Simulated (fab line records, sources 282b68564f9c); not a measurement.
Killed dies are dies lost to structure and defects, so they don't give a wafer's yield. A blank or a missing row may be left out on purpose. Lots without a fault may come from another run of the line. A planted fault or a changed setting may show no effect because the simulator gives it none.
A struck lot beside a sound one | flow rit_cmos | 27 steps out of a route of 202
Sound: wafers L577.1, L577.3, L577.4. Struck: wafers L585.2, L585.3, L585.5. The cause comes at the end.
At each step with rows: each side's tool, then ch and its chambers, then its first start. Under that, the readings that differ: sound wafers | struck wafers | difference of the means | sigmas: that difference in standard deviations of wafers without a fault.
alike: readings whose means differ by less than 2 such deviations, and words and numbers that are the same on both sides. not compared: withheld readings, readings that some wafer has no value for, bounds like >300 that may hide the same value, and numbers for which the record gives no deviation and whose values overlap.
The two part at a step that has a row with sigmas, a row that says differs or no value, or rows on one side only. Numbers that don't overlap but have no deviation are shown without sigmas and don't part them. A reading that every wafer of one side lacks parts them only if that side has two wafers or more.

RIT_ACTIVE_BOW_MEAS_00:
  sound on film_metro-03, day 1 10:00; struck on film_metro-04, day 3 02:01
  alike: INCOMING_BOW
then, 1 step without rows for these wafers: RIT_ACTIVE_OXIDATION_01 (target thk 46.8 nm, ox time 3360 s).
RIT_ACTIVE_THK_MEAS_02:
  sound on film_metro-04, day 1 16:04; struck on film_metro-03, day 3 09:04
  alike: ACTIVE_OXIDE_THK
RIT_ACTIVE_CVD_03: deposits Si3N4 from SiH2Cl2/NH3, target thk 150 nm, time 1500 s.
  sound on lpcvd-01 ch 1, day 1 16:08; struck on lpcvd-01 ch 1, day 3 09:07
  reading                                  | sound             | struck            | difference | sigmas
  model.Si3N4_of_ACTIVE_CVD_03.thk_nm (nm) | 151.3 151.8 151.7 | 157.1 156.7 155.9 | +5.0       |
  alike: susceptor_temp_C
RIT_ACTIVE_THK_MEAS_04:
  sound on film_metro-02, day 1 18:16; struck on film_metro-04, day 3 10:33
  reading                 | sound             | struck            | difference | sigmas
  ACTIVE_NITRIDE_THK (nm) | 151.2 151.7 151.7 | 157.1 156.6 155.9 | +5.0       | +4
then, 6 steps without rows for these wafers: RIT_ACTIVE_HMDS_05 (prime time 61.04 s); RIT_ACTIVE_COAT_06 (resist thk 1000 nm); RIT_ACTIVE_SOFTBAKE_07 (time 60 s); RIT_ACTIVE_EXPOSE_08 (exposes mask M1, target cd 1400 nm); RIT_ACTIVE_PEB_09; RIT_ACTIVE_DEVELOP_10 (develop time 50 s).
RIT_ACTIVE_CD_MEAS_11: target cd 1400 nm.
  sound on cd_sem-02, day 1 19:32; struck on cd_sem-01, day 3 11:35
  alike: cd_nm
then, 1 step without rows for these wafers: RIT_ACTIVE_HARDBAKE_12 (time 60 s).
RIT_ACTIVE_ETCH_13: etches Si3N4 in SF6, stops on SiO2, time 210 s, target depth 210 nm.
  sound on rie_diel-01 ch 0,2,3, day 1 20:03; struck on rie_diel-02 ch 1,2, day 3 11:50
  reading                            | sound             | struck            | difference | sigmas
  drypump_motor_current_A (A)        | 5.44 5.16 5.41    | 6.06 5.74 5.73    | +0.51      | +2
  model.ACTIVE.feature_depth_nm (nm) | 151.3 151.8 151.7 | 157.1 156.7 155.9 | +5.0       |
  model.etch.depth_nm (nm)           | 151.3 151.8 151.7 | 157.1 156.7 155.9 | +5.0       |
  alike: oes_product_au, throttle_valve_pct
  not compared: rf_hours_counter_h
RIT_ACTIVE_STRIP_14: strips in O2, time 180 s.
  sound on plasma_asher-03 ch 0,1, day 1 20:11; struck on plasma_asher-03 ch 0,1, day 3 11:58
  alike: drypump_motor_current_A
  not compared: rf_hours_counter_h
RIT_ACTIVE_CD_MEAS_90: target cd 1400 nm.
  sound on cd_sem-01, day 1 20:21; struck on cd_sem-02, day 3 12:10
  alike: cd_nm
then, 4 steps without rows for these wafers: RIT_ACTIVE_CLEAN_15 (cleans in SC1, time 600 s); RIT_ACTIVE_CLEAN_16 (cleans in dHF, time 30 s); RIT_ACTIVE_CLEAN_17 (cleans in SC2, time 600 s); RIT_FOX1_OXIDATION_00 (target thk 350.7 nm, ox time 1130 s).
RIT_FOX1_THK_MEAS_01:
  sound on film_metro-02, day 1 23:04; struck on film_metro-01, day 3 17:03
  alike: FOX1_OXIDE_THK
then, 2 steps without rows for these wafers: RIT_FOX1_WET_ETCH_02 (etches SiO2 in BOE, target depth 350 nm, time 390 s); RIT_FOX2_OXIDATION_00 (target thk 350.7 nm, ox time 1130 s).
RIT_FOX2_THK_MEAS_01:
  sound on film_metro-01, day 2 00:37; struck on film_metro-01, day 3 18:32
  alike: FOX2_OXIDE_THK
RIT_FOX2_CLEAN_02: cleans in dHF, time 180 s.
  sound on wet_bench-01 ch 2, day 2 00:41; struck on wet_bench-04 ch 0, day 3 18:35
  reading                                  | sound           | struck            | difference | sigmas
  model.Si3N4_of_ACTIVE_CVD_03.thk_nm (nm) | 132 132.5 132.4 | 137.9 137.5 136.6 | +5.0       |
then, 1 step without rows for these wafers: RIT_FOX2_WET_ETCH_03 (etches Si3N4 in H3PO4, target depth 195 nm, time 2659 s).
RIT_M1_PROBE_99:
  sound on prober-01, day 3 20:11; struck on prober-02, day 5 11:26
  alike: killed_at_contacts, killed_at_front_end, killed_dies, killed_open, killed_short

WHERE THEY PART
First at RIT_ACTIVE_THK_MEAS_04; last, within this record, at RIT_ACTIVE_ETCH_13. Later steps at which nothing parts them and some readings are alike: RIT_ACTIVE_STRIP_14, RIT_ACTIVE_CD_MEAS_90, RIT_FOX1_THK_MEAS_01, RIT_FOX2_THK_MEAS_01, RIT_M1_PROBE_99.

WHY: what the simulator had put in
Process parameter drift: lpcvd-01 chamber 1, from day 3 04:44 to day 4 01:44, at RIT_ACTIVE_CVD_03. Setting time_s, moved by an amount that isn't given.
